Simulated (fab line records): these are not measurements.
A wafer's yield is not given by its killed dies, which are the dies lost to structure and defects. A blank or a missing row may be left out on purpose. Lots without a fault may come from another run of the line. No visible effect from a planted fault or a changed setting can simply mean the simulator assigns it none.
fab line records | flow berkeley_cmos170
[record] lots = 14 | wafers = 42 | last_day = 12
route steps=331 shown PWELL@47 ACTIVE@63
lots with no fault: from the same line, run without faults
start_h: start of the lot's first displayed wafer, in hours after the record's first day | wait_h: time in hours since the lot's previous step | " unchanged from the row above | L1.1+2: one row covering several wafers at once | - value missing, or start not given | * or withheld: withheld | < > ~ a bound
route shown NAME@n: names a module that has steps shown in the file, with the first one's number in the route | usual: average and standard deviation across the fault-free wafers | same: alike in all rows | chamber/n: place in a boat | sites: the reading at each site | _std_site: their standard deviation | _edge_site: the outer-site mean with the inner-site mean subtracted | radius_mm: how far each site lies from the wafer's centre | mask NAME#n: copy n | behind: the most recent tool/chamber to have shaped the wafer | hold: what put the lot on hold/how long, in hours/how the hold closed | device: transistor that didn't switch, given as n, p or np | end of line: the route-end tests of the same wafers | where a step has no rows: the recipe by itself | killed: at the first sort, the dies lost to defects and structure; wafer yield is something else | map: per-die view of a wafer (x killed, . not killed, _ where there is no die)
set.NAME: the run value of the setting; set.NAME@STEP: its run value at that earlier step | model.NAME: the simulator's own value behind a step, which no gauge read
one table for each step of the route and one row for each wafer, over a sample of lots
services: from which hour (start_h, from the record's first day; less than 0 if before it) a tool's chamber was out of use, for how many hours, and why
[[steps]]
[step UCB170_PWELL_OVL_MEAS_13]
[usual] PWELL_OVL = -2/6.2
lot.wafer | tool       | chamber | start_h | wait_h | PWELL_OVL[nm]
L267.2    | overlay-02 | -       | 52.70   | -      | -1
L267.4    | "          | -       | "       | "      | -6
L267.6    | "          | -       | "       | "      | 5
L269.2    | overlay-01 | -       | 61.72   | -      | 4
L269.3    | "          | -       | "       | "      | 2
L269.5    | "          | -       | "       | "      | 12
L271.3    | overlay-01 | -       | 70.02   | -      | -13
L271.5    | "          | -       | "       | "      | -9
L271.6    | "          | -       | "       | "      | -4
L273.1    | overlay-02 | -       | 88.18   | -      | 3
L273.3    | "          | -       | "       | "      | 2
L273.6    | "          | -       | "       | "      | 5
L274.1    | overlay-01 | -       | 92.76   | -      | 2
L274.2    | "          | -       | "       | "      | 7
L274.3    | "          | -       | "       | "      | 12
L276.3    | overlay-02 | -       | 97.75   | -      | 1
L276.5    | "          | -       | "       | "      | -1
L276.6    | "          | -       | "       | "      | -4
L277.1    | overlay-02 | -       | 98.45   | -      | 2
L277.3    | "          | -       | "       | "      | 3
L277.5    | "          | -       | "       | "      | 9
L278.1    | overlay-02 | -       | 109.64  | -      | -14
L278.4    | "          | -       | "       | "      | -14
L278.5    | "          | -       | "       | "      | -2
L279.1    | overlay-01 | -       | 109.88  | -      | -1
L279.5    | "          | -       | "       | "      | 8
L279.6    | "          | -       | "       | "      | 1
L281.2    | overlay-01 | -       | 125.87  | -      | -8
L281.4    | "          | -       | "       | "      | -5
L281.6    | "          | -       | "       | "      | -7
L284.2    | overlay-02 | -       | 146.02  | -      | -12
L284.3    | "          | -       | "       | "      | -16
L284.5    | "          | -       | "       | "      | -10
L286.1    | overlay-02 | -       | 154.89  | -      | -8
L286.2    | "          | -       | "       | "      | -7
L286.4    | "          | -       | "       | "      | -7
L287.2    | overlay-01 | -       | 155.53  | -      | 6
L287.3    | "          | -       | "       | "      | -2
L287.6    | "          | -       | "       | "      | 1
L289.1    | overlay-02 | -       | 170.94  | -      | 2
L289.3    | "          | -       | "       | "      | 0
L289.5    | "          | -       | "       | "      | 0
[step UCB170_PWELL_ETCH_14]
[recipe] chemistry = CH3F/Ar/O2 | target = Si3N4 | stop_on = SiO2 | CH3F_flow_sccm = 20 | Ar_flow_sccm = 50 | O2_flow_sccm = 7 | pressure_mtorr = 50 | rf_w = 450 | target_depth_a = 2420 | over_etch_frac = 0.1 | time_s = 151
[usual] CH3F_flow_sccm = 20.00/0.051 | O2_flow_sccm = 7.004/0.023 | drypump_motor_current_A = 5.9/0.39 | oes_product_au = 0.950/0.017 | throttle_valve_pct = 8.09/0.13
lot.wafer | tool        | chamber | start_h | wait_h | CH3F_flow_sccm | O2_flow_sccm | drypump_motor_current_A | oes_product_au | rf_hours_counter_h | throttle_valve_pct
L267.2    | rie_diel-03 | 3       | 52.73   | 0.0    | 19.95          | 7.004        | 5.8                     | 0.969          | 124                | 8.15
L267.4    | "           | 1       | "       | "      | 20.10          | 7.018        | 5.3                     | 0.935          | 163                | 8.07
L267.6    | "           | 1       | "       | "      | 20.09          | 7.008        | 5.4                     | 0.941          | -                  | 8.09
L269.2    | rie_diel-01 | 2       | 61.75   | 0.0    | 20.06          | 7.006        | 6.1                     | 0.935          | 149                | 7.94
L269.3    | "           | 0       | "       | "      | 20.00          | 7.016        | 6.0                     | 0.947          | 35                 | 8.03
L269.5    | "           | 1       | "       | "      | 19.94          | 6.973        | 6.0                     | 0.940          | -                  | 8.15
L271.3    | rie_diel-03 | 1       | 70.04   | 0.0    | 20.10          | 7.013        | 5.3                     | 0.947          | 164                | 8.09
L271.5    | "           | 3       | "       | "      | 19.93          | 7.032        | 5.8                     | 0.975          | -                  | 8.14
L271.6    | "           | 0       | "       | "      | 20.09          | 7.028        | 6.2                     | 0.953          | -                  | 8.28
L273.1    | rie_diel-03 | 2       | 88.21   | 0.0    | 20.00          | 7.023        | 6.6                     | 0.939          | 52                 | 7.93
L273.3    | "           | 1       | "       | "      | 20.03          | 7.010        | 5.4                     | 0.946          | 165                | 8.08
L273.6    | "           | 0       | "       | "      | 19.95          | 7.058        | 6.2                     | 0.953          | -                  | 8.29
L274.1    | rie_diel-01 | 2       | 92.80   | 0.0    | 19.98          | 6.995        | 6.1                     | 0.944          | 151                | 7.93
L274.2    | "           | 0       | "       | "      | 20.05          | 7.013        | 6.0                     | 0.943          | 38                 | 8.02
L274.3    | "           | 1       | "       | "      | 19.96          | 7.032        | 6.0                     | 0.946          | 77                 | 8.14
L276.3    | rie_diel-04 | 3       | 97.77   | 0.0    | 20.05          | 7.004        | 5.6                     | 0.967          | 18                 | 8.22
L276.5    | "           | 1       | "       | "      | 20.06          | 7.003        | 6.2                     | 0.987          | -                  | 8.24
L276.6    | "           | 0       | "       | "      | 20.02          | 6.983        | 5.5                     | 0.955          | -                  | 8.01
L277.1    | rie_diel-03 | 1       | 98.48   | 0.0    | 19.99          | 7.016        | 5.3                     | 0.949          | 165                | 8.08
L277.3    | "           | 0       | "       | "      | 20.03          | 6.987        | 6.2                     | 0.956          | 51                 | 8.28
L277.5    | "           | 3       | "       | "      | 20.04          | 7.001        | 5.8                     | 0.973          | -                  | 8.15
L278.1    | rie_diel-01 | 0       | 109.67  | 0.0    | 20.07          | 7.031        | 6.0                     | 0.952          | 39                 | 8.02
L278.4    | "           | 1       | "       | "      | 20.01          | 7.024        | 6.0                     | 0.940          | 78                 | 8.15
L278.5    | "           | 3       | "       | "      | 19.92          | 7.021        | 5.2                     | 0.942          | -                  | 8.01
L279.1    | rie_diel-03 | 0       | 109.91  | 0.0    | 19.94          | 6.985        | 6.2                     | 0.926          | 52                 | 8.29
L279.5    | "           | 3       | "       | "      | 20.05          | 7.003        | 5.8                     | 0.971          | -                  | 8.15
L279.6    | "           | 0       | "       | "      | 19.89          | 6.972        | 6.2                     | 0.947          | -                  | 8.28
L281.2    | rie_diel-03 | 2       | 125.90  | 0.0    | 19.96          | 7.026        | 6.6                     | 0.927          | 54                 | 7.90
L281.4    | "           | 3       | "       | "      | 19.97          | 7.028        | 5.8                     | 0.970          | 128                | 8.15
L281.6    | "           | 3       | "       | "      | 19.99          | 7.015        | 5.8                     | 0.960          | -                  | 8.14
L284.2    | rie_diel-04 | 2       | 146.05  | 0.0    | 20.01          | 6.979        | 5.9                     | 0.933          | 79                 | 7.91
L284.3    | "           | 1       | "       | "      | 20.01          | 7.032        | 6.2                     | 0.983          | 118                | 8.24
L284.5    | "           | 1       | "       | "      | 19.93          | 7.025        | 6.2                     | 0.986          | -                  | 8.22
L286.1    | rie_diel-03 | 1       | 154.92  | 0.0    | -              | -            | -                       | -              | -                  | -
L286.2    | "           | 2       | "       | "      | -              | -            | -                       | -              | -                  | -
L286.4    | "           | 0       | "       | "      | -              | -            | -                       | -              | -                  | -
L287.2    | rie_diel-04 | 3       | 155.56  | 0.0    | -              | -            | -                       | -              | -                  | -
L287.3    | "           | 1       | "       | "      | -              | -            | -                       | -              | -                  | -
L287.6    | "           | 2       | "       | "      | -              | -            | -                       | -              | -                  | -
L289.1    | rie_diel-01 | 1       | 170.97  | 0.0    | 19.99          | 7.022        | 6.0                     | 0.937          | 80                 | 8.14
L289.3    | "           | 3       | "       | "      | 19.92          | 7.005        | 5.2                     | 0.932          | 106                | 8.03
L289.5    | "           | 3       | "       | "      | 20.00          | 7.008        | 5.2                     | 0.934          | -                  | 8.02
[step UCB170_PWELL_STRIP_16]
[recipe] chemistry = O2 | power_w = 400 | pressure_mtorr = 3500 | platen_temp_c = withheld | o2_flow_sccm = 400 | overash_fraction = 0.5
[usual] drypump_motor_current_A = 5.7/0.6 | oes_product_au = 0.721/0.0043 | strip_time_to_endpoint_s = 18.05/0.095
lot.wafer | tool            | chamber | start_h | wait_h | drypump_motor_current_A | oes_product_au | rf_hours_counter_h | strip_time_to_endpoint_s
L267.2    | plasma_asher-01 | 0       | 52.98   | 0.1    | 5.1                     | 0.722          | 39                 | 18.30
L267.4    | "               | 1       | "       | "      | 5.5                     | 0.722          | -                  | 18.18
L267.6    | "               | 0       | "       | "      | 5.1                     | 0.717          | -                  | 18.30
L269.2    | plasma_asher-01 | 0       | 62.00   | 0.1    | 5.1                     | 0.718          | 40                 | 18.10
L269.3    | "               | 1       | "       | "      | 5.5                     | 0.718          | -                  | 18.03
L269.5    | "               | 0       | "       | "      | 5.1                     | 0.720          | -                  | 18.07
L271.3    | plasma_asher-03 | 0       | 70.32   | 0.1    | 6.5                     | 0.720          | -                  | 18.08
L271.5    | "               | 1       | "       | "      | 5.0                     | 0.727          | -                  | 18.08
L271.6    | "               | 0       | "       | "      | 6.5                     | 0.715          | -                  | 18.06
L273.1    | plasma_asher-03 | 0       | 88.46   | 0.1    | 6.5                     | 0.724          | 24                 | 17.92
L273.3    | "               | 1       | "       | "      | 5.0                     | 0.726          | -                  | 18.08
L273.6    | "               | 1       | "       | "      | 5.0                     | 0.723          | -                  | 18.01
L274.1    | plasma_asher-01 | 1       | 93.05   | 0.1    | 5.5                     | 0.723          | 44                 | 18.02
L274.2    | "               | 0       | "       | "      | 5.1                     | 0.723          | 44                 | 18.03
L274.3    | "               | 1       | "       | "      | 5.5                     | 0.716          | -                  | 18.06
L276.3    | plasma_asher-02 | 0       | 98.06   | 0.1    | 5.8                     | 0.724          | -                  | 17.94
L276.5    | "               | 0       | "       | "      | 5.8                     | 0.723          | -                  | 18.12
L276.6    | "               | 1       | "       | "      | 6.5                     | 0.726          | -                  | 18.01
L277.1    | plasma_asher-03 | 0       | 98.74   | 0.1    | 6.5                     | 0.726          | 25                 | 18.04
L277.3    | "               | 0       | "       | "      | 6.5                     | 0.720          | -                  | 17.93
L277.5    | "               | 0       | "       | "      | 6.5                     | 0.726          | -                  | 18.09
L278.1    | plasma_asher-03 | 1       | 109.92  | 0.1    | 5.0                     | 0.721          | 26                 | 17.91
L278.4    | "               | 1       | "       | "      | 5.0                     | 0.719          | -                  | 18.07
L278.5    | "               | 1       | "       | "      | 5.0                     | 0.719          | -                  | 18.03
L279.1    | plasma_asher-01 | 0       | 110.16  | 0.1    | 5.1                     | 0.720          | 45                 | 18.14
L279.5    | "               | 0       | "       | "      | 5.1                     | 0.720          | -                  | 18.16
L279.6    | "               | 1       | "       | "      | 5.5                     | 0.726          | -                  | 18.02
L281.2    | plasma_asher-03 | 0       | 126.15  | 0.1    | 6.5                     | 0.717          | 28                 | 18.08
L281.4    | "               | 0       | "       | "      | 6.5                     | 0.726          | -                  | 18.07
L281.6    | "               | 0       | "       | "      | 6.5                     | 0.722          | -                  | 18.09
L284.2    | plasma_asher-01 | 1       | 146.30  | 0.1    | 5.5                     | 0.721          | 48                 | 18.11
L284.3    | "               | 0       | "       | "      | 5.1                     | 0.726          | -                  | 18.05
L284.5    | "               | 1       | "       | "      | 5.5                     | 0.727          | -                  | 18.06
L286.1    | plasma_asher-03 | 0       | 155.17  | 0.1    | 6.5                     | 0.736          | 32                 | 21.59
L286.2    | "               | 1       | "       | "      | 5.0                     | 0.731          | 32                 | 21.66
L286.4    | "               | 0       | "       | "      | 6.5                     | 0.728          | -                  | 21.57
L287.2    | plasma_asher-02 | 0       | 155.81  | 0.1    | 5.8                     | 0.730          | 5                  | 21.67
L287.3    | "               | 0       | "       | "      | 5.8                     | 0.740          | -                  | 21.67
L287.6    | "               | 1       | "       | "      | 6.5                     | 0.737          | -                  | 21.71
L289.1    | plasma_asher-01 | 0       | 171.22  | 0.1    | 5.1                     | 0.719          | 50                 | 18.02
L289.3    | "               | 1       | "       | "      | 5.5                     | 0.722          | -                  | 18.04
L289.5    | "               | 1       | "       | "      | 5.5                     | 0.731          | -                  | 18.09
[step UCB170_ACTIVE_THK_MEAS_03]
[recipe] reads = SiO2_of_ACTIVE_OXIDATION_02
[usual] ACTIVE_OXIDE_THK = 26.6/0.54
lot.wafer | tool          | chamber | start_h | wait_h | ACTIVE_OXIDE_THK[nm]
L267.2    | film_metro-02 | -       | 69.15   | 0.0    | 26.4
L267.4    | "             | -       | "       | "      | 26.6
L267.6    | "             | -       | "       | "      | 27.0
L269.2    | film_metro-02 | -       | 78.49   | 0.0    | 26.2
L269.3    | "             | -       | "       | "      | 26.6
L269.5    | "             | -       | "       | "      | 27.0
L271.3    | film_metro-01 | -       | 86.02   | 0.0    | 26.5
L271.5    | "             | -       | "       | "      | 27.2
L271.6    | "             | -       | "       | "      | 27.2
L273.1    | film_metro-02 | -       | 108.60  | 0.0    | 26.6
L273.3    | "             | -       | "       | "      | 26.4
L273.6    | "             | -       | "       | "      | 26.4
L277.1    | film_metro-02 | -       | 116.70  | 0.0    | 27.1
L277.3    | "             | -       | "       | "      | 27.0
L277.5    | "             | -       | "       | "      | 26.8
L276.3    | film_metro-04 | -       | 116.73  | 0.0    | 26.8
L276.5    | "             | -       | "       | "      | 26.3
L276.6    | "             | -       | "       | "      | 26.6
L274.1    | film_metro-01 | -       | 116.73  | 0.0    | 27.5
L274.2    | "             | -       | "       | "      | 27.1
L274.3    | "             | -       | "       | "      | 27.1
L278.1    | film_metro-02 | -       | 130.57  | 0.0    | 26.5
L278.4    | "             | -       | "       | "      | 26.6
L278.5    | "             | -       | "       | "      | 25.9
L279.1    | film_metro-01 | -       | 130.57  | 0.0    | 26.7
L279.5    | "             | -       | "       | "      | 27.1
L279.6    | "             | -       | "       | "      | 26.5
L281.2    | film_metro-02 | -       | 146.91  | 0.0    | 26.1
L281.4    | "             | -       | "       | "      | 25.9
L281.6    | "             | -       | "       | "      | 26.2
L284.2    | film_metro-02 | -       | 173.43  | 0.0    | 26.5
L284.3    | "             | -       | "       | "      | 26.5
L284.5    | "             | -       | "       | "      | 26.3
L289.1    | film_metro-04 | -       | 192.66  | 0.0    | 25.9
L289.3    | "             | -       | "       | "      | 25.6
L289.5    | "             | -       | "       | "      | 25.7
[step UCB170_ACTIVE_STRIP_16]
[recipe] chemistry = O2 | power_w = 400 | pressure_mtorr = 3500 | platen_temp_c = withheld | o2_flow_sccm = 400 | overash_fraction = 0.5
[usual] drypump_motor_current_A = 5.8/0.66 | oes_product_au = 0.721/0.0045 | strip_time_to_endpoint_s = 18.03/0.1
lot.wafer | tool            | chamber | start_h | wait_h | drypump_motor_current_A | oes_product_au | rf_hours_counter_h | strip_time_to_endpoint_s
L267.2    | plasma_asher-04 | 0       | 78.40   | 0.1    | 4.7                     | 0.718          | 39                 | 17.87
L267.4    | "               | 0       | "       | "      | 4.8                     | 0.715          | -                  | 17.86
L267.6    | "               | 1       | "       | "      | 6.0                     | 0.719          | -                  | 17.86
L269.2    | plasma_asher-04 | 1       | 86.12   | 0.1    | 6.0                     | 0.725          | 40                 | 17.97
L269.3    | "               | 1       | "       | "      | 6.0                     | 0.718          | -                  | 17.88
L269.5    | "               | 1       | "       | "      | 6.0                     | 0.727          | -                  | 17.95
L271.3    | plasma_asher-03 | 0       | 94.20   | 0.1    | 6.5                     | 0.720          | -                  | 18.18
L271.5    | "               | 0       | "       | "      | 6.5                     | 0.721          | -                  | 18.23
L271.6    | "               | 1       | "       | "      | 5.1                     | 0.724          | -                  | 18.14
L273.1    | plasma_asher-03 | 0       | 116.36  | 0.1    | 6.5                     | 0.714          | 27                 | 17.91
L273.3    | "               | 1       | "       | "      | 5.0                     | 0.722          | -                  | 17.91
L273.6    | "               | 0       | "       | "      | 6.5                     | 0.716          | -                  | 17.93
L274.1    | plasma_asher-02 | 0       | 125.65  | 0.1    | 5.8                     | 0.718          | 1                  | 18.07
L274.2    | "               | 1       | "       | "      | 6.5                     | 0.724          | 1                  | 17.93
L274.3    | "               | 0       | "       | "      | 5.8                     | 0.724          | -                  | 18.03
L277.1    | plasma_asher-02 | 1       | 125.96  | 0.1    | 6.5                     | 0.716          | 1                  | 18.12
L277.3    | "               | 1       | "       | "      | 6.5                     | 0.722          | -                  | 17.94
L277.5    | "               | 0       | "       | "      | 5.9                     | 0.716          | -                  | 18.06
L276.3    | plasma_asher-04 | 0       | 125.98  | 0.1    | 4.8                     | 0.725          | -                  | 18.28
L276.5    | "               | 0       | "       | "      | 4.7                     | 0.721          | -                  | 18.15
L276.6    | "               | 1       | "       | "      | 6.0                     | 0.723          | -                  | 18.19
L278.1    | plasma_asher-02 | 0       | 138.07  | 0.1    | 5.8                     | 0.716          | 3                  | 18.01
L278.4    | "               | 0       | "       | "      | 5.8                     | 0.717          | -                  | 17.94
L278.5    | "               | 0       | "       | "      | 5.8                     | 0.723          | -                  | 17.88
L279.1    | plasma_asher-04 | 0       | 138.31  | 0.1    | 4.7                     | 0.716          | 46                 | 18.14
L279.5    | "               | 0       | "       | "      | 4.8                     | 0.720          | -                  | 18.07
L279.6    | "               | 1       | "       | "      | 6.0                     | 0.724          | -                  | 18.00
L281.2    | plasma_asher-02 | 1       | 156.25  | 0.1    | 6.5                     | 0.719          | 5                  | 18.01
L281.4    | "               | 1       | "       | "      | 6.5                     | 0.720          | -                  | 18.08
L281.6    | "               | 0       | "       | "      | 5.8                     | 0.722          | -                  | 17.82
L284.2    | plasma_asher-02 | 1       | 178.77  | 0.1    | 6.5                     | 0.718          | 7                  | 17.99
L284.3    | "               | 0       | "       | "      | 5.8                     | 0.719          | -                  | 18.05
L284.5    | "               | 1       | "       | "      | 6.5                     | 0.726          | -                  | 18.02
L289.1    | plasma_asher-04 | 1       | 201.26  | 0.1    | 6.0                     | 0.721          | 52                 | 18.10
L289.3    | "               | 0       | "       | "      | 4.7                     | 0.716          | -                  | 18.04
L289.5    | "               | 0       | "       | "      | 4.7                     | 0.721          | -                  | 18.02
[[services]]
tool            | chamber | start_h | hours | kind
plasma_asher-03 | -       | 34.05   | 2.8   | pm
rie_diel-04     | 3       | 37.79   | 6.7   | repair
rie_diel-04     | 1       | 51.35   | 9.3   | repair
rie_diel-01     | 1       | 69.06   | 9.2   | repair
rie_diel-04     | 2       | 74.50   | 8.2   | repair
rie_diel-01     | 3       | 75.36   | 9.3   | repair
rie_diel-01     | 1       | 81.92   | 4.7   | repair
rie_diel-04     | -       | 98.98   | 0.3   | repair
rie_diel-04     | 2       | 104.95  | 13.0  | repair
plasma_asher-02 | -       | 108.75  | 9.0   | pm
plasma_asher-02 | 0       | 108.75  | 9.0   | vent_cycle
plasma_asher-02 | 1       | 108.75  | 9.0   | vent_cycle
rie_diel-03     | 1       | 109.77  | -     | clean
rie_diel-03     | 1       | 109.77  | 14.9  | scheduled_down
rie_diel-03     | 1       | 109.77  | 14.9  | vent_cycle
plasma_asher-02 | 0       | 117.75  | -     | clean
plasma_asher-02 | 1       | 117.75  | -     | clean
plasma_asher-01 | -       | 121.54  | 14.6  | pm
plasma_asher-04 | -       | 150.88  | 0.5   | repair
rie_diel-04     | 0       | 161.07  | -     | clean
rie_diel-01     | 2       | 165.25  | -     | clean
rie_diel-01     | 2       | 165.25  | 21.1  | scheduled_down
rie_diel-01     | 2       | 165.25  | 21.1  | vent_cycle
rie_diel-04     | -       | 188.90  | 2.1   | repair
[[key]]
[first_sign] step = UCB170_PWELL_ETCH_14 | reading = tool_record | direction = missing
[effect] step = UCB170_PWELL_STRIP_16 | reading = strip_time_to_endpoint_s | direction = up | sigmas = 38 | usual = * | struck = *
met_at UCB170_PWELL_ETCH_14
struck_lots L286,L287
later_rows_left_out L286.1,L286.2,L286.4,L287.2,L287.3,L287.6
sort_left_out L286.1,L286.2,L286.4,L287.2,L287.3,L287.6
tester_left_out L286,L287
not_acting_at UCB170_PWELL_OVL_MEAS_13,UCB170_ACTIVE_THK_MEAS_03,UCB170_ACTIVE_STRIP_16
onset_between 146.05 154.92
[fault] kind = skipped_step_whole | tool = rie_diel-03,rie_diel-04 | chamber = - | onset_h = 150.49 | steps = UCB170_PWELL_ETCH_14 | scope = struck_lots_only
// tester_left_out: of these lots the tester's yield and bins aren't shown, on N5 and GAA mostly nor the transistor test; their killed dies are dies lost to structure and defects alone, not to doping, threshold or leakage, so they don't give the yield
// sort_left_out: the simulated sort isn't trusted on such a fault, so these wafers' sort isn't shown, and their yield isn't known
// later_rows_left_out: the simulator's readings of these wafers behind a module that went badly wrong aren't trusted and aren't shown, but for the sort
